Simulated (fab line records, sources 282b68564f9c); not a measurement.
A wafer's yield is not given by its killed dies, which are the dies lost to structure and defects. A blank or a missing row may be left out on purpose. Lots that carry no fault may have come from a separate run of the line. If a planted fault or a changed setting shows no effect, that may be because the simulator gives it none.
fab line records	flow rit-cmos
[record] lots = 5	wafers = 15	last-day = 7
route steps=202 shown CONTACT@170 M1@202
lots untouched by any fault: they come from a run of this same line in which no faults occurred
start-h: start of the lot's first displayed wafer, in hours after the record's first day	wait-h: time in hours since the lot's previous step	" as in the row above	L1.1+2: a row that stands for several wafers	- either no value or no given start	* or withheld: withheld	< > ~ a bound
route shown NAME@n: NAME is a module with steps in the file, n the number in the route of the first one	usual: mean/standard deviation taken from wafers without a fault	same: alike in all rows	chamber/n: place in a boat	sites: per-site readings	_std_site: their standard deviation	_edge_site: the outer-site mean with the inner-site mean subtracted	radius-mm: how far each site lies from the wafer's centre	mask NAME#n: copy n	behind: the most recent tool/chamber to have shaped the wafer	hold: cause of the lot's hold/its duration in hours/its outcome	device: transistor that didn't switch, given as n, p or np	end of line: tests run on the same wafers once the route is complete	where a step has no rows: the recipe by itself	killed: not the wafer's yield, but the dies lost to structure and defects at the first sort	map: a wafer's dies, x killed, . not, _ none there
set.NAME: the run value of the setting; set.NAME@STEP: its run value at that earlier step	model.NAME: the simulator's own value behind a step, which no gauge read
lots at selected steps of the route; one table per step, one row per wafer
services: when a tool's chamber went out of use (start-h, in hours from the record's first day, below 0 if earlier), for how many hours, and the reason
[[steps]]
[step RIT_CONTACT_HMDS_02]
[recipe] prime-time-s = 60	prime-temp-c = 140
[step RIT_CONTACT_COAT_03]
[recipe] resist = NOVOLAK	spin-rpm = 3250	resist-thk-nm = 1000
[step RIT_CONTACT_SOFTBAKE_04]
[recipe] resist = NOVOLAK	temp-c = 90	time-s = 60
[step RIT_CONTACT_EXPOSE_05]
[recipe] mask-id = M11	na = 0.6	source-shape = conventional	sigma-outer = 0.5	target-cd-nm = 1000	dose-mj = 250
[step RIT_CONTACT_PEB_06]
[recipe] resist = NOVOLAK	temp-c = withheld	time-s = withheld
[step RIT_CONTACT_DEVELOP_07]
[recipe] resist = NOVOLAK	develop-time-s = 120	dev-temp-c = 23.94
[step RIT_CONTACT_CD_MEAS_08]
[recipe] target-cd-nm = 1000
[usual] cd-nm = 999.9/2.1
lot.wafer	tool	chamber	start-h	wait-h	cd-nm
L268.2	cd-sem-02	-	71.94	-	997.0
L268.3	"	-	"	"	997.6
L268.5	"	-	"	"	998.8
L273.1	cd-sem-01	-	98.33	-	1000.0
L273.4	"	-	"	"	1001.1
L273.5	"	-	"	"	1001.3
L282.1	cd-sem-02	-	145.79	-	997.9
L282.2	"	-	"	"	999.6
L282.6	"	-	"	"	997.7
L285.2	cd-sem-02	-	157.42	-	997.4
L285.4	"	-	"	"	999.5
L285.6	"	-	"	"	996.1
L288.2	cd-sem-02	-	172.29	-	997.5
L288.4	"	-	"	"	997.8
L288.6	"	-	"	"	1000.2
[step RIT_CONTACT_OVL_MEAS_09]
[usual] CONTACT_OVL = -0.3/1.4
lot.wafer	tool	chamber	start-h	wait-h	CONTACT_OVL[nm]
L268.2	overlay-01	-	72.05	0.1	-1.8
L268.3	"	-	"	"	-1.3
L268.5	"	-	"	"	-0.3
L273.1	overlay-02	-	98.45	0.1	-1.9
L273.4	"	-	"	"	-1.0
L273.5	"	-	"	"	0.3
L282.1	overlay-02	-	145.91	0.1	-3.2
L282.2	"	-	"	"	-1.3
L282.6	"	-	"	"	-0.9
L285.2	overlay-01	-	157.52	0.1	-1.4
L285.4	"	-	"	"	-0.9
L285.6	"	-	"	"	0.5
L288.2	overlay-01	-	172.39	0.1	-0.5
L288.4	"	-	"	"	1.0
L288.6	"	-	"	"	1.5
[step RIT_CONTACT_HARDBAKE_10]
[recipe] resist = NOVOLAK	temp-c = 140	time-s = 60
[step RIT_CONTACT_ETCH_11]
[recipe] target-depth-a = 4800	over-etch-frac = 0.2	stop-on = TiSi2	chemistry = CHF3/CF4/Ar	target = SiO2	CHF3_flow_sccm = 50	cf4-flow-sccm = 10	Ar_flow_sccm = 100	O2_flow_sccm = 5	pressure-mtorr = 100	rf-w = 200	time-s = 320
[usual] drypump-motor-current-A = 5.5/0.36	oes-product-au = 0.993/0.014	rf-fwd-power-W = 199.5/0.58	throttle-valve-pct = 8.84/0.13
[same] over-etch-frac = 0.2
lot.wafer	tool	chamber	start-h	wait-h	drypump-motor-current-A	oes-product-au	rf-fwd-power-W	rf-hours-counter-h	throttle-valve-pct
L268.2	rie-diel-02	3	72.27	0.1	5.6	0.983	200.0	10	9.01
L268.3	"	0	"	"	6.3	0.996	199.2	47	8.64
L268.5	"	0	"	"	6.3	1.002	199.9	-	8.64
L273.1	rie-diel-03	0	98.78	0.1	6.0	0.980	199.4	148	9.06
L273.4	"	2	"	"	5.5	0.983	200.0	20	8.90
L273.5	"	1	"	"	5.6	0.998	199.8	-	8.98
L282.1	rie-diel-04	3	146.09	0.1	5.6	1.003	200.5	1	8.85
L282.2	"	0	"	"	5.4	0.965	199.5	32	8.64
L282.6	"	3	"	"	5.6	0.993	199.4	-	8.84
L285.2	rie-diel-02	0	157.70	0.1	6.3	0.999	198.5	49	8.64
L285.4	"	2	"	"	5.0	0.986	199.3	-	8.81
L285.6	"	0	"	"	6.4	0.995	198.3	-	8.64
L288.2	rie-diel-03	1	172.57	0.1	5.6	0.999	199.5	62	8.96
L288.4	"	2	"	"	5.6	0.984	200.7	-	8.89
L288.6	"	3	"	"	5.8	0.995	199.8	-	8.88
[step RIT_CONTACT_STRIP_12]
[recipe] chemistry = O2	time-s = 180	resist = NOVOLAK	platen-temp-c = withheld	power-w = 500	pressure-mtorr = 4000	o2-flow-sccm = 4000
[usual] drypump-motor-current-A = 5.9/0.33
lot.wafer	tool	chamber	start-h	wait-h	drypump-motor-current-A	rf-hours-counter-h
L268.2	plasma-asher-02	0	72.46	0.1	6.2	44
L268.3	"	1	"	"	5.5	-
L268.5	"	0	"	"	6.2	-
L273.1	plasma-asher-02	1	98.97	0.1	5.5	47
L273.4	"	0	"	"	6.2	-
L273.5	"	0	"	"	6.2	-
L282.1	plasma-asher-03	1	146.29	0.1	5.8	34
L282.2	"	0	"	"	6.3	34
L282.6	"	1	"	"	5.8	-
L285.2	plasma-asher-03	0	157.90	0.1	6.3	36
L285.4	"	0	"	"	6.3	-
L285.6	"	1	"	"	5.8	-
L288.2	plasma-asher-03	1	172.77	0.1	5.8	37
L288.4	"	0	"	"	6.3	-
L288.6	"	0	"	"	6.3	-
[step RIT_CONTACT_CD_MEAS_90]
[recipe] target-cd-nm = 1000
[usual] cd-nm = 999.9/2.1
lot.wafer	tool	chamber	start-h	wait-h	cd-nm
L268.2	cd-sem-01	-	72.66	0.1	996.8
L268.3	"	-	"	"	997.1
L268.5	"	-	"	"	998.9
L273.1	cd-sem-02	-	99.15	0.1	1000.3
L273.4	"	-	"	"	1001.0
L273.5	"	-	"	"	1000.9
L282.1	cd-sem-02	-	146.46	0.1	998.0
L282.2	"	-	"	"	999.4
L282.6	"	-	"	"	997.7
L285.2	cd-sem-02	-	158.09	0.1	997.5
L285.4	"	-	"	"	999.9
L285.6	"	-	"	"	995.7
L288.2	cd-sem-01	-	172.96	0.1	997.1
L288.4	"	-	"	"	997.9
L288.6	"	-	"	"	1000.5
[step RIT_CONTACT_CLEAN_13]
[recipe] chemistry = SC1	mix = 3:3:50	time-s = 571.1	temp-c = 75
[usual] bath-guard-temp-C = 75.1/0.71	temp-c = 74.99/0.11
lot.wafer	tool	chamber	start-h	wait-h	bath-guard-temp-C	temp-c
L268.2	wet-bench-03	2	72.76	0.1	74.2	75.25
L268.3	"	2	"	"	74.5	75.07
L268.5	"	2	"	"	74.3	75.12
L273.1	wet-bench-01	2	99.27	0.1	74.1	74.99
L273.4	"	2	"	"	74.2	74.83
L273.5	"	2	"	"	74.3	74.94
L282.1	wet-bench-03	2	146.58	0.1	68.9	69.72
L282.2	"	2	"	"	68.7	69.68
L282.6	"	2	"	"	68.9	69.61
L285.2	wet-bench-01	1	158.19	0.1	75.3	75.00
L285.4	"	1	"	"	74.9	75.20
L285.6	"	1	"	"	74.6	75.08
L288.2	wet-bench-01	2	173.06	0.1	74.1	74.87
L288.4	"	2	"	"	74.5	75.13
L288.6	"	2	"	"	74.1	74.89
[step RIT_CONTACT_CLEAN_14]
[recipe] chemistry = SC2	mix = 3:3:50	time-s = 600	temp-c = 75	dry = n2-spin
[step RIT_M1_PROBE_99]
[usual] killed-at-front-end = 7/3.4	killed-dies = 7/3.4	killed-open = 3.4/2	killed-short = 3.6/2.1
[same] gross-dies = 264	killed_at_M0_to_M3 = 0	killed_at_M4_up = 0	killed-at-back-side = 0	killed-at-contacts = 0	killed-at-other = 0
lot.wafer	tool	chamber	start-h	wait-h	killed-at-front-end	killed-dies	killed-open	killed-short
L268.2	prober-01	-	77.52	0.1	6	6	0	6
L268.3	prober-01	-	77.57	0.2	6	6	3	3
L268.5	prober-01	-	77.67	0.2	12	12	6	6
L273.1	prober-02	-	103.77	0.1	3	3	1	2
L273.4	prober-02	-	103.92	0.2	8	8	2	6
L273.5	prober-02	-	103.97	0.2	3	3	1	2
L282.1	prober-02	-	151.24	0.1	4	4	4	0
L282.2	prober-02	-	151.29	0.1	5	5	4	1
L282.6	prober-02	-	151.49	0.2	10	10	4	6
L285.2	prober-02	-	162.62	0.1	4	4	2	2
L285.4	prober-02	-	162.72	0.2	6	6	4	2
L285.6	prober-02	-	162.82	0.2	8	8	4	4
L288.2	prober-01	-	177.81	0.1	5	5	3	2
L288.4	prober-01	-	177.91	0.2	5	5	1	4
L288.6	prober-01	-	178.01	0.2	5	5	4	1
// killed by level:class
L268.2 FOX1:geometric-particle:short=4 FOX2:geometric-particle:short=2
L268.3 GATE:geometric-particle:short=2 FOX2:geometric-particle:open=1 FOX2:geometric-particle:short=1 GATE:geometric-particle:open=1 SPACER:geometric-particle:open=1
L268.5 GATE:geometric-particle:open=4 SILICIDE:geometric-particle:short=4 GATE:geometric-particle:short=2 FOX2:geometric-particle:open=1 SILICIDE:geometric-particle:open=1
L273.1 FOX1:geometric-particle:open=1 GATE:geometric-particle:short=1 REOX:geometric-particle:short=1
L273.4 GATE:geometric-particle:short=3 FOX2:geometric-particle:open=1 GATE:geometric-particle:open=1 REOX:geometric-particle:short=1 SPACER:geometric-particle:short=1 SILICIDE:geometric-particle:short=1
L273.5 GATE:geometric-particle:short=1 GATE:geometric-particle:open=1 SILICIDE:geometric-particle:short=1
L282.1 GATE:geometric-particle:open=2 REOX:geometric-particle:open=1 SPACER:geometric-particle:open=1
L282.2 FOX2:geometric-particle:open=2 FOX1:geometric-particle:open=1 GATE:geometric-particle:short=1 SILICIDE:geometric-particle:open=1
L282.6 FOX1:geometric-particle:open=2 FOX1:geometric-particle:short=2 FOX2:geometric-particle:short=2 FOX2:geometric-particle:open=1 GATE:geometric-particle:short=1 SPACER:geometric-particle:open=1 SILICIDE:geometric-particle:short=1
L285.2 REOX:geometric-particle:short=2 FOX1:geometric-particle:open=1 FOX2:geometric-particle:open=1
L285.4 SPACER:geometric-particle:open=2 FOX1:geometric-particle:open=1 FOX2:geometric-particle:short=1 GATE:geometric-particle:short=1 REOX:geometric-particle:open=1
L285.6 REOX:geometric-particle:open=3 SPACER:geometric-particle:short=2 FOX2:geometric-particle:short=1 FOX2:geometric-particle:open=1 REOX:geometric-particle:short=1
L288.2 GATE:geometric-particle:short=2 GATE:geometric-particle:open=1 SPACER:geometric-particle:open=1 SILICIDE:geometric-particle:open=1
L288.4 GATE:geometric-particle:short=2 FOX1:geometric-particle:short=1 GATE:geometric-particle:open=1 SPACER:geometric-particle:short=1
L288.6 GATE:geometric-particle:open=2 FOX1:geometric-particle:open=1 FOX2:geometric-particle:short=1 SPACER:geometric-particle:open=1
[[services]]
tool	chamber	start-h	hours	kind
plasma-asher-02	-	52.80	3.8	repair
rie-diel-02	-	55.07	14.6	pm
rie-diel-03	-	82.43	2.8	pm
rie-diel-04	3	82.90	-	clean
rie-diel-04	3	82.90	18.4	scheduled-down
rie-diel-04	3	82.90	18.4	vent-cycle
rie-diel-04	-	86.55	2.8	pm
wet-bench-03	-	90.23	1.8	repair
plasma-asher-03	-	101.48	7.2	repair
rie-diel-03	-	106.56	2.4	repair
rie-diel-02	0	107.41	2.8	repair
rie-diel-02	2	109.11	2.0	repair
rie-diel-04	2	125.93	1.5	repair
rie-diel-02	3	160.69	3.3	repair
rie-diel-04	-	161.56	14.6	pm
rie-diel-03	0	162.11	-	clean
rie-diel-03	3	163.02	8.7	repair
[[key]]
[first-sign] step = RIT_CONTACT_CLEAN_13	reading = temp-c	direction = down	sigmas = 47	usual = *	struck = *
[effect] step = RIT_CONTACT_CLEAN_13	reading = bath-guard-temp-C	direction = down	sigmas = 8.7	usual = *	struck = *
met-at RIT_CONTACT_CLEAN_13
struck-wafers L282.1,L282.2,L282.6
tester-left-out L282
onset-between 72.76 146.58
[fault] kind = process-parameter-drift	tool = wet-bench-03	chamber = 2	onset-h = 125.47	steps = RIT_CONTACT_CLEAN_13	channel = temp-c	offset = *	shape = step	acts-in = *	stated = *
// tester-left-out: of these lots the tester's yield and bins aren't shown, on N5 and GAA mostly nor the transistor test; their killed dies are dies lost to structure and defects alone, not to doping, threshold or leakage, so they don't give the yield
